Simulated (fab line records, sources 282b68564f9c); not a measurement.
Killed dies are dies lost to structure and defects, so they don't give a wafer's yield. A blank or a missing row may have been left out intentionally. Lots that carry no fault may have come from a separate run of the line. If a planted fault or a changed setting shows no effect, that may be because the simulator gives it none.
Which tool was responsible? -- flow rit_cmos -- 42 wafers from 14 lots sampled at 2 of the route's 202 steps

== WHAT EACH GAUGE READ, for each wafer ==
RIT_WELLDRIVE_RS_MEAS_01: measurement is done with a four-point probe. Usual: NWELL_RS gives 275.5 ohm/sq (standard deviation 0.84).
lot,measured,on,NWELL_RS (ohm/sq),flag
L318,day 2 12:38,film_metro-04,275.0 275.9 275.4,
L319,day 2 15:34,film_metro-03,277.0 276.2 276.4,
L320,day 2 20:34,film_metro-03,275.8 276.8 276.1,
L322,day 3 06:43,film_metro-01,274.5 274.1 274.0,
L323,day 3 11:47,film_metro-04,274.9 273.7 273.8,
L331,day 5 03:48,film_metro-04,275.8 276.2 277.4,
L333,day 5 14:01,film_metro-03,275.3 275.8 275.5,
L334,day 5 19:30,film_metro-03,276.1 276.0 276.6,
L335,day 6 02:10,film_metro-03,275.3 275.6 274.7,
L336,day 6 13:14,film_metro-03,274.7 274.9 274.7,
L337,day 6 16:37,film_metro-01,275.2 274.7 274.7,
L338,day 6 18:28,film_metro-01,274.8 275.2 275.7,
L339,day 6 20:50,film_metro-03,277.6 275.5 276.2,
L340,day 7 03:13,film_metro-01,274.1 274.7 274.2,

RIT_GATE_OVL_MEAS_17. Usual: GATE_OVL gives -0.6 nm (standard deviation 1.4).
lot,measured,on,GATE_OVL (nm),flag
L318,day 2 21:29,overlay-02,-0.4 -1.1 -0.4,
L319,day 3 04:52,overlay-02,-2.2 -2.2 -1.8,
L320,day 3 05:38,overlay-01,0.2 0.2 1.4,
L322,day 3 14:54,overlay-01,-1.3 1.3 1.3,
L323,day 3 20:16,overlay-02,-0.5 -1.3 -1.1,
L331,day 5 16:01,overlay-02,-1.3 -1.1 -2.2,
L333,day 6 07:07,overlay-01,-2.3 -2.5 -2.4,
L334,day 6 07:22,overlay-01,-0.3 0.5 -3.2,
L335,day 6 11:49,overlay-02,-1.2 -1.6 -1.4,
L336,day 7 00:24,overlay-02,0.8 2.0 1.3,
L337,day 7 00:53,overlay-01,-2.7 -2.3 -0.8,
L338,day 7 02:30,overlay-01,-0.6 -1.3 -2.8,
L339,day 7 08:46,overlay-02,-0.5 -0.5 0.3,
L340,day 7 15:07,overlay-02,-2.7 -0.1 -1.2,

== TOOL THAT RAN EACH LOT (tool first, then ch and the chambers of the sampled wafers, then the start) ==
The record shows no process step preceding these readings.

== AS READ BY THE TOOLS THEMSELVES (means over the sampled wafers that have a number; for cases with no such wafer, the mark the record gives instead) ==
The record holds no such reading with a usual standard deviation.

== THE ANSWER, worked out from the rows above alone ==
Rule: lot off if the mean of its wafers having a number is beyond 3 standard deviations from the usual mean. Also off: a lot with no number at a reading for which 4 or more lots have one. All remaining lots with rows at the step are treated as sound. First the gauges in route order, then the tools' own readings, where a lot's mean is used as printed above. At the first step where some lot is off, the reading lying furthest off is the one used; lots without a number count as furthest.
No lot is off at any reading shown: from this, nothing can be told.

== WHAT HAD BEEN PUT IN BY THE SIMULATOR ==
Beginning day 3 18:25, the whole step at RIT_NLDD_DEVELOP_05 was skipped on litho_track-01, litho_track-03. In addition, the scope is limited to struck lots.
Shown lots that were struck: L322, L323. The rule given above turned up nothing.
